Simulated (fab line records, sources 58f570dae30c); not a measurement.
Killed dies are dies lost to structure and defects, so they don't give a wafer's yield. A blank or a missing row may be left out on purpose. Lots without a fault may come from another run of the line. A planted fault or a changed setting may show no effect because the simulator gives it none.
A struck lot beside a sound one | flow berkeley_cmos170 | 15 steps out of a route of 331
Sound: wafers L365.1, L365.4, L365.6. Struck: wafers L376.1, L376.2, L376.6. The cause comes at the end.
At each step with rows: each side's tool, then ch and its chambers, then its first start. Under that, the readings that differ: sound wafers | struck wafers | difference of the means | sigmas: that difference in standard deviations of wafers without a fault.
alike: readings whose means differ by less than 2 such deviations, and words and numbers that are the same on both sides. not compared: withheld readings, readings that some wafer has no value for, bounds like >300 that may hide the same value, and numbers for which the record gives no deviation and whose values overlap.
The two part at a step that has a row with sigmas, a row that says differs or no value, or rows on one side only. Numbers that don't overlap but have no deviation are shown without sigmas and don't part them. A reading that every wafer of one side lacks parts them only if that side has two wafers or more.

first, 5 steps without rows for these wafers: UCB170_GATE_COAT_07 (resist thk 900 nm); UCB170_GATE_SOFTBAKE_08 (time 60 s); UCB170_GATE_EXPOSE_09 (exposes mask POLY, target cd 350 nm); UCB170_GATE_PEB_10; UCB170_GATE_DEVELOP_11 (develop time 45 s).
UCB170_GATE_CD_MEAS_12: target cd 350 nm.
  sound on cd_sem-02, day 8 19:13; struck on cd_sem-01, day 11 09:16
  alike: cd_nm
UCB170_GATE_OVL_MEAS_13:
  sound on overlay-02, day 8 19:20; struck on overlay-01, day 11 09:23
  alike: GATE_OVL
UCB170_GATE_ETCH_14: etches BARC in N2/H2.
  sound on rie_diel-03 ch 0,2, day 8 19:22; struck on rie_diel-03 ch 0,1, day 11 09:25
  alike: drypump_motor_current_A, n2_flow_sccm, oes_product_au, throttle_valve_pct
UCB170_GATE_ETCH_15: etches poly-Si in HBr/Cl2, stops on SiO2, time 56.3 s, target depth 278.2 nm.
  sound on rie_si-01 ch 0,1,2, day 8 19:25; struck on rie_si-01 ch 0,1,2, day 11 09:28
  alike: HBr_flow_sccm, drypump_motor_current_A, oes_product_au, throttle_valve_pct
  not compared: rf_hours_counter_h
UCB170_GATE_STRIP_16: strips in O2.
  sound on plasma_asher-02 ch 0,1, day 8 19:28; struck on plasma_asher-03 ch 0,1, day 11 09:31
  alike: drypump_motor_current_A, oes_product_au
  not compared: rf_hours_counter_h
UCB170_GATE_CD_MEAS_90: target cd 350 nm.
  sound on cd_sem-02, day 8 19:34; struck on cd_sem-02, day 11 09:37
  alike: cd_nm
then, 1 step without rows for these wafers: UCB170_GATE_CLEAN_17 (cleans in SPM, time 600 s).
UCB170_PLDD_HMDS_00: prime time 60 s.
  sound on litho_track-03 ch 0, day 8 19:52; struck on litho_track-02 ch 0, day 11 10:10
  reading          | sound               | struck               | difference | sigmas
  prime_temp_c (C) | 99.94 100.22 100.08 | 100.79 100.63 100.75 | +0.64      | +5
then, 2 steps without rows for these wafers: UCB170_PLDD_COAT_01 (resist thk 900 nm); UCB170_M3_PROBE_99.

WHERE THEY PART
Only at UCB170_PLDD_HMDS_00, within this record.

WHY: what the simulator had put in
Process parameter drift: litho_track-02, from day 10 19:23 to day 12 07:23, at UCB170_PLDD_HMDS_00. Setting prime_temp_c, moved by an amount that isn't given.
